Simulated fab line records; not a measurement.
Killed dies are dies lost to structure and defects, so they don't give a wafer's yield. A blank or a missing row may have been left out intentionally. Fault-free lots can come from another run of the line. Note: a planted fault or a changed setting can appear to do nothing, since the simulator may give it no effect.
One fault through the eyes of 2 desks    flow berkeley cmos170    each desk has only its own numbers; what lay behind them comes last

AT THE METROLOGY DESK
What the gauges read for every lot (on any tool): the sampled wafers with a number, averaged. Marked OUT: a lot whose mean sits more than 4 standard deviations from the usual mean, which makes it out of limits; the brackets give that distance.
Columns: A = NWELL_OXIDE_THK at UCB170_NWELL_THK_MEAS_02, usual 26.1 nm; B = NVT_TW at UCB170_NVT_TW_MEAS_09, usual 521; C = PLDD_RS at UCB170_SDANNEAL_RS_MEAS_04, usual 1032.5 ohm/sq
lot   first seen here  A     B    C
L488  day 1 23:05      25.9  524  1031.4
L489  day 2 03:19      25.3  522  1030.6
L492  day 2 22:38      26.7  523  1035.4
L493  day 2 22:40      26.6  519  1033.6
L494  day 3 05:25      25.9  519  1031.6
L498  day 4 02:13      26.3  520  1035.6
L500  day 4 14:09      26.1  524  1028.4
L502  day 5 01:37      25.6  515  977.9 (-23) OUT
L503  day 5 07:04      26.1  523  1033.4
L504  day 5 07:04      26.2  516  1032.5
L506  day 5 16:56      26.0  520  978.8 (-22) OUT
L508  day 6 01:38      25.7  524  1031.6
L509  day 6 08:43      26.5  522  1033.9
L510  day 6 13:44      27.0  521  1029.9
This desk reports L502, L506 out of limits; the earliest was L502 at day 9 16:52 (PLDD_RS at UCB170_SDANNEAL_RS_MEAS_04). Within limits: L488, L489, L492, L493, L494, L498, L500, L503, L504, L508, L509, L510.

THE TOOL OWNER'S DESK: implanter-03
UCB170_PLDD_IMPLANT_08, tool's own readings: per-lot mean of the sampled wafers with a number, covering each lot this tool ran. Marked OUT: a lot whose mean sits more than 4 standard deviations from the usual mean, which makes it out of limits; the brackets give that distance.
Columns: A = dose ions cm2 at UCB170_PLDD_IMPLANT_08, usual 5e+13; B = faraday current uA at UCB170_PLDD_IMPLANT_08, usual 158
lot   first seen here  A                        B
L488  day 6 04:24      5e+13                    158
L492  day 7 05:08      5e+13                    159
L494  day 7 09:17      5e+13                    157
L502  day 9 05:32      6e+13 (+99 or more) OUT  181 (+7.1) OUT
L506  day 9 14:32      6e+13 (+99 or more) OUT  182 (+7.6) OUT
This desk's verdict: out of limits on L502, L506, starting with L502 at day 9 05:32 (dose ions cm2 at UCB170_PLDD_IMPLANT_08). Within limits: L488, L492, L494.

ALL TOGETHER
The tool owner's desk could have raised an alarm at day 9 05:32, on L502, L506.
L502, L506 would have let the metrology desk raise an alarm at day 9 16:52.
UCB170_PLDD_IMPLANT_08 was run on implanter-03 by each of the lots named.

WHAT THE SIMULATOR HAD INSERTED
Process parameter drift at UCB170_PLDD_IMPLANT_08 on implanter-03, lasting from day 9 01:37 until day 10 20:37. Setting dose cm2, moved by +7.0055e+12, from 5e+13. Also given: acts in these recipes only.
Shown lots that were struck: L502, L506.
Time in hours from fault onset to the first out-of-limits reading at each desk: tool owner's desk 4, metrology desk 15.
